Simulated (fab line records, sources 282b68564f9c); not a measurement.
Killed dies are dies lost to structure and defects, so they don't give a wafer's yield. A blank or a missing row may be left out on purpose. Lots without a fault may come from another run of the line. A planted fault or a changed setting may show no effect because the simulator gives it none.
A struck lot beside a sound one | flow rit_cmos | 15 steps out of a route of 202
Sound: wafers L846.3, L846.4, L846.5. Struck: wafers L858.1, L858.3, L858.4. The cause comes at the end.
At each step with rows: each side's tool, then ch and its chambers, then its first start. Under that, the readings that differ: sound wafers | struck wafers | difference of the means | sigmas: that difference in standard deviations of wafers without a fault.
alike: readings whose means differ by less than 2 such deviations, and words and numbers that are the same on both sides. not compared: withheld readings, readings that some wafer has no value for, bounds like >300 that may hide the same value, and numbers for which the record gives no deviation and whose values overlap.
The two part at a step that has a row with sigmas, a row that says differs or no value, or rows on one side only. Numbers that don't overlap but have no deviation are shown without sigmas and don't part them. A reading that every wafer of one side lacks parts them only if that side has two wafers or more.

first, 1 step without rows for these wafers: RIT_PWELL_DEVELOP_05 (develop time 68 s).
RIT_PWELL_OVL_MEAS_06:
  sound on overlay-02, day 2 03:35; struck on overlay-01, day 4 17:25
  alike: PWELL_OVL
then, 2 steps without rows for these wafers: RIT_PWELL_HARDBAKE_07 (time 120 s); RIT_PWELL_IMPLANT_08.
RIT_PWELL_STRIP_09: strips in O2, time 180 s.
  sound on plasma_asher-02 ch 0,1, day 2 04:04; struck on plasma_asher-03 ch 0,1, day 4 17:52
  alike: drypump_motor_current_A
  not compared: rf_hours_counter_h
RIT_PWELL_TW_MEAS_10:
  sound on film_metro-03, day 2 04:13; struck on film_metro-03, day 4 18:02
  alike: PWELL_TW
then, 1 step without rows for these wafers: RIT_WELLDRIVE_ANNEAL_00 (time 14700 s).
RIT_WELLDRIVE_RS_MEAS_01: measures by four-point-probe.
  sound on film_metro-03, day 2 11:08; struck on film_metro-03, day 5 00:22
  alike: NWELL_RS
RIT_WELLDRIVE_RS_MEAS_02: measures by four-point-probe.
  sound on film_metro-03, day 2 11:16; struck on film_metro-03, day 5 00:29
  alike: PWELL_RS
then, 3 steps without rows for these wafers: RIT_NRETRO_HMDS_00 (prime time 60 s); RIT_NRETRO_COAT_01 (resist thk 1300 nm); RIT_NRETRO_SOFTBAKE_02 (time 60 s).
RIT_NRETRO_EXPOSE_03: exposes mask M4, target cd 43900 nm.
  sound on iline_stepper-02 ch 0, day 2 11:57; struck on iline_stepper-01 ch 0, day 5 01:03
  reading | sound          | struck                  | difference | sigmas
  mask    | M4#0 M4#0 M4#0 | M4_R1#0 M4_R1#0 M4_R1#0 | differs    |
then, 1 step without rows for these wafers: RIT_NRETRO_PEB_04.
RIT_M1_PROBE_99:
  the record has rows for the struck wafers here (prober-01, day 6 08:48) and none for the sound ones

WHERE THEY PART
First at RIT_NRETRO_EXPOSE_03; last, within this record, at RIT_M1_PROBE_99.

WHY: what the simulator had put in
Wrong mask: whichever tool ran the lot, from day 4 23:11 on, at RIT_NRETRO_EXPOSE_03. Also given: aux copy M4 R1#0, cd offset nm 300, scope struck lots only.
